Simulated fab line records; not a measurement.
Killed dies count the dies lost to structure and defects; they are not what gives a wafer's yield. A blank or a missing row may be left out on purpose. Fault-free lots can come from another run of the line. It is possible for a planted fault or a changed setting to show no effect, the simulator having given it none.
Which tool was responsible? | flow berkeley_cmos170 | 13 lots, 39 wafers sampled, at 2 steps of a route of 331

## WHAT THE GAUGES READ, wafer by wafer
UCB170_PSD_CD_MEAS_06: the cd target is 1200 nm.
lot  | measured     | on        | cd_nm (nm)
L704 | day 6 22:49  | cd_sem-01 | 1197.3 1198.6 1197.6
L703 | day 6 22:36  | cd_sem-02 | 1202.4 1201.3 1202.2
L705 | day 7 07:20  | cd_sem-02 | 1199.6 1199.5 1199.9
L708 | day 7 07:20  | cd_sem-01 | 1201.3 1202.1 1201.5
L707 | day 7 07:38  | cd_sem-01 | 1201.0 1202.3 1203.4
L706 | day 7 07:50  | cd_sem-02 | 1202.0 1202.2 1201.6
L712 | day 8 16:49  | cd_sem-01 | 1201.4 1200.9 1199.8
L713 | day 8 23:47  | cd_sem-01 | 1200.7 1199.3 1200.1
L720 | day 10 03:10 | cd_sem-01 | 1201.1 1199.7 1200.3
L722 | day 10 08:16 | cd_sem-02 | 1200.2 1200.8 1199.1
L723 | day 11 00:32 | cd_sem-02 | 1198.5 1199.2 1198.3
L724 | day 11 05:49 | cd_sem-01 | 1199.4 1200.3 1200.2
L726 | day 11 06:04 | cd_sem-02 | 1199.6 1200.5 1199.7

## EACH LOT AND THE TOOL THAT RAN IT (in order: tool; ch and the chambers of the sampled wafers; start)
lot  | UCB170_GATE_ETCH_14
L704 | rie_diel-01 ch 1,2, day 6 13:20
L703 | rie_diel-03 ch 1,2,3, day 6 13:35
L705 | rie_diel-04 ch 0,2, day 6 20:01
L708 | rie_diel-01 ch 0,1, day 6 20:01
L707 | rie_diel-01 ch 0,3, day 6 20:17
L706 | rie_diel-04 ch 0,2,3, day 6 20:29
L712 | rie_diel-04 ch 0,1,3, day 8 06:29
L713 | rie_diel-03 ch 0,1,3, day 8 14:31
L720 | rie_diel-01 ch 0,1,2, day 9 18:25
L722 | rie_diel-01 ch 1,2,3, day 9 22:50
L723 | rie_diel-03 ch 0,1, day 10 13:49
L724 | rie_diel-03 ch 1,2,3, day 10 19:12
L726 | rie_diel-01 ch 0,2,3, day 10 19:25
- UCB170_GATE_ETCH_14: etches BARC in N2/H2.

## AS READ BY THE TOOLS THEMSELVES (means over the sampled wafers that have a number; for cases with no such wafer, the mark the record gives instead)
UCB170_GATE_ETCH_14.
lot  | tool        | drypump_motor_current_A (A) | n2_flow_sccm (sccm) | oes_product_au (a.u.) | rf_fwd_power_W (W) | throttle_valve_pct (%)
L704 | rie_diel-01 | 5.6                         | 99.7                | 0.995                 | 496.6              | 13.18
L703 | rie_diel-03 | 6.0                         | 100.0               | 0.979                 | 495.2              | 13.41
L705 | rie_diel-04 | 5.9                         | 100.0               | 1.030                 | 495.6              | 13.39
L708 | rie_diel-01 | 5.7                         | 100.2               | 1.013                 | 495.1              | 13.15
L707 | rie_diel-01 | 5.5                         | 100.0               | 1.035                 | 493.1              | 13.32
L706 | rie_diel-04 | 5.7                         | 100.0               | 1.007                 | 494.2              | 13.42
L712 | rie_diel-04 | 5.7                         | 100.1               | 1.008                 | 496.0              | 13.35
L713 | rie_diel-03 | 6.1                         | 100.0               | 0.990                 | 493.3              | 13.32
L720 | rie_diel-01 | 5.9                         | 100.0               | 0.997                 | 494.8              | 13.17
L722 | rie_diel-01 | 5.5                         | 100.0               | 0.999                 | 494.7              | 13.28
L723 | rie_diel-03 | 6.0                         | 99.8                | 1.005                 | 491.1              | 13.30
L724 | rie_diel-03 | 6.0                         | 100.2               | 0.984                 | 494.8              | 13.43
L726 | rie_diel-01 | 5.8                         | 100.0               | 1.017                 | 494.6              | 13.26

## THE ANSWER, worked out from the rows above alone
Rule: the usual values come from the lots themselves. The widest of any qualifying gaps counts: lots, ordered by their means at a reading, are off when they make up no more than a third of the lots, leave a main group of 4 or more, and stand apart from it by 3 or more times the standard deviation of that group's means. Not used: any main group whose means are identical at the precision the tables above print for the reading. Also off: a lot with no number at a reading for which 4 or more lots have one. Any other lot the step has rows for is counted as sound. After the gauges, taken in route order, come the tools' own readings; for these a lot's mean is taken, as printed above. The first step at which some lot is off is used, and at that step the reading that is off furthest; a lot without a number counts as furthest.
Nothing can be told from this: no lot is off at any reading shown.

## WHAT THE SIMULATOR HAD PUT IN
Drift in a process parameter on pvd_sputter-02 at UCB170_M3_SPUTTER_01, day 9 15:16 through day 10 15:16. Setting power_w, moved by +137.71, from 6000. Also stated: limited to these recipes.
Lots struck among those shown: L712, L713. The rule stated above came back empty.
